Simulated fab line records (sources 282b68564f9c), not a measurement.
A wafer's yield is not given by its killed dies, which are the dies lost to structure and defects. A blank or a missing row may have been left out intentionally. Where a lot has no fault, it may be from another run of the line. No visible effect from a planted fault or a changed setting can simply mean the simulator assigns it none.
Struck lot and sound lot, side by side    flow rit-cmos    14 out of 202 route steps
Sound: these wafers, L103.4, L103.5, L103.6. Wafers struck: L101.1, L101.2, L101.5. Last of all comes the cause.
At each step with rows: each side's tool, then ch and its chambers, then its first start. Under that, the readings that differ: sound wafers    struck wafers    difference of the means    sigmas: that difference in standard deviations of wafers without a fault.
alike: readings whose means differ by less than 2 such deviations, and words and numbers that are the same on both sides. not compared: withheld readings, readings that some wafer has no value for, bounds like >300 that may hide the same value, and numbers for which the record gives no deviation and whose values overlap.
A row with sigmas, a row that says differs or no value, or rows on one side alone: a step with any of these is where the two part. Numbers that don't overlap but have no deviation are shown without sigmas and don't part them. Lack of a reading on every wafer of one side parts them only where that side has two or more wafers.

first, 1 step without rows for these wafers: RIT_NSD_IMPLANT_08.
RIT_NSD_STRIP_09: strips in O2, time 180 s.
  sound on plasma-asher-02 ch 0,1, day 5 12:10; struck on plasma-asher-01 ch 0,1, day 5 02:24
  alike: chamber-pressure-mTorr, drypump-motor-current-A, rf-refl-power-W
  not compared: rf-hours-counter-h
RIT_NSD_TW_MEAS_10:
  sound on film-metro-03 at day 5 12:19; struck on film-metro-02 at day 5 02:35
  alike: NSD_TW
then, 6 steps without rows for these wafers: RIT_PSD_HMDS_00 (prime time 60 s); RIT_PSD_COAT_01 (resist thk 1000 nm); RIT_PSD_SOFTBAKE_02 (time 60 s); RIT_PSD_EXPOSE_03 (exposes mask M10, target cd 40900 nm); RIT_PSD_PEB_04; RIT_PSD_DEVELOP_05 (develop time 50 s).
RIT_PSD_OVL_MEAS_06:
  sound on overlay-02 at day 5 13:20; struck on overlay-02 at day 5 03:30
  alike: PSD_OVL
then, 2 steps without rows for these wafers: RIT_PSD_HARDBAKE_07 (time 60 s); RIT_PSD_IMPLANT_08.
RIT_PSD_STRIP_09: strips in O2, time 180 s.
  sound on plasma-asher-01 ch 0,1, day 5 13:43; struck on plasma-asher-02 ch 0,1, day 5 03:50
  no value came back on the struck wafers for chamber-pressure-mTorr (mTorr), drypump-motor-current-A (A), rf-refl-power-W (W); on the sound wafers chamber-pressure-mTorr (mTorr) reads 3998 3995 4004
reading                                   sound  struck             difference  sigmas
model.NOVOLAK_of_PSD_COAT_01.thk-nm (nm)  0 0 0  881.2 882.4 880.1  +881.2      
  not compared: rf-hours-counter-h
RIT_PSD_TW_MEAS_10:
  sound on film-metro-03 at day 5 13:52; struck on film-metro-03 at day 5 04:01
  alike: PSD_TW

WHERE THEY PART
Within this record, at RIT_PSD_STRIP_09 only. Later steps at which nothing parts them and some readings are alike: RIT_PSD_TW_MEAS_10.

WHY: whatever the simulator had introduced
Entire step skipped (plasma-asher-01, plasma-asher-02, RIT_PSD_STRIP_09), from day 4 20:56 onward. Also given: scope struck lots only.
